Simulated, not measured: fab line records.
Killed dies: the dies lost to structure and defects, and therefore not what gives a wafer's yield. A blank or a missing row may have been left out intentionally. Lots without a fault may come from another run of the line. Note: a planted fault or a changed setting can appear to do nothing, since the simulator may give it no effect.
The tool behind it: which one? ; flow berkeley cmos170 ; Sampling: 12 lots, 36 wafers, 2 of 331 route steps

== WHAT EACH GAUGE READ, for each wafer ==
UCB170_V1_CD_MEAS_12 targets a cd of 700 nm. Usual: cd nm reads 700.5 nm (standard deviation 1.3).
lot;measured;on;cd nm (nm);flag
L696;day 8 05:27;cd sem-01;699.4 700.2 699.0;
L697;day 8 07:14;cd sem-02;698.8 700.3 698.9;
L698;day 8 15:03;cd sem-01;698.7 700.4 700.6;
L709;day 11 05:04;cd sem-01;702.1 701.4 701.3;
L711;day 11 07:35;cd sem-01;700.5 700.5 700.8;
L710;day 11 09:18;cd sem-01;704.3 703.1 704.0;
L715;day 12 04:21;cd sem-02;702.2 701.3 702.1;
L712;day 12 09:04;cd sem-01;699.0 699.2 699.3;
L714;day 12 16:25;cd sem-02;698.8 699.1 700.3;
L713;day 12 16:41;cd sem-02;700.9 698.9 700.3;
L719;day 13 05:17;cd sem-02;702.6 702.1 701.9;
L718;day 13 19:18;cd sem-01;699.0 700.1 700.4;

UCB170_V1_OVL_MEAS_13. Usual: for V1_OVL the level is -2 nm and the standard deviation is 7.3.
lot;measured;on;V1_OVL (nm);flag
L696;day 8 05:32;overlay-01;-6 5 -2;
L697;day 8 07:21;overlay-02;-8 -2 -1;
L698;day 8 15:10;overlay-02;-7 -11 -14;
L709;day 11 05:11;overlay-02;-12 -12 -15;
L711;day 11 07:43;overlay-01;6 4 2;
L710;day 11 09:23;overlay-02;-12 -10 -8;
L715;day 12 04:28;overlay-02;4 -2 -3;
L712;day 12 09:10;overlay-01;-13 -3 -6;
L714;day 12 16:32;overlay-02;2 4 2;
L713;day 12 16:48;overlay-02;2 1 7;
L719;day 13 05:25;overlay-01;12 9 4;
L718;day 13 19:25;overlay-02;-15 -5 -9;

== WHICH TOOL RAN EACH LOT (tool, then ch and the chambers of the sampled wafers, then the start) ==
The record shows no process step preceding these readings.

== WHAT THE TOOLS THEMSELVES READ (means of the sampled wafers that have a number; where no wafer has one, the mark that the record gives instead) ==
The record holds no such reading with a usual standard deviation.

== THE ANSWER, worked out from the rows above alone ==
Rule: take the mean of a lot's wafers that have a number; if it is more than 3 standard deviations from the usual mean, the lot is off. Also off: a lot with no number at a reading for which 4 or more lots have one. Any other lot the step has rows for is counted as sound. After the gauges, taken in route order, come the tools' own readings; for these a lot's mean is taken, as printed above. At the first step where some lot is off, the reading lying furthest off is the one used; lots without a number count as furthest.
No lot is off at any reading shown: from this, nothing can be told.

== WHAT THE SIMULATOR HAD INSERTED ==
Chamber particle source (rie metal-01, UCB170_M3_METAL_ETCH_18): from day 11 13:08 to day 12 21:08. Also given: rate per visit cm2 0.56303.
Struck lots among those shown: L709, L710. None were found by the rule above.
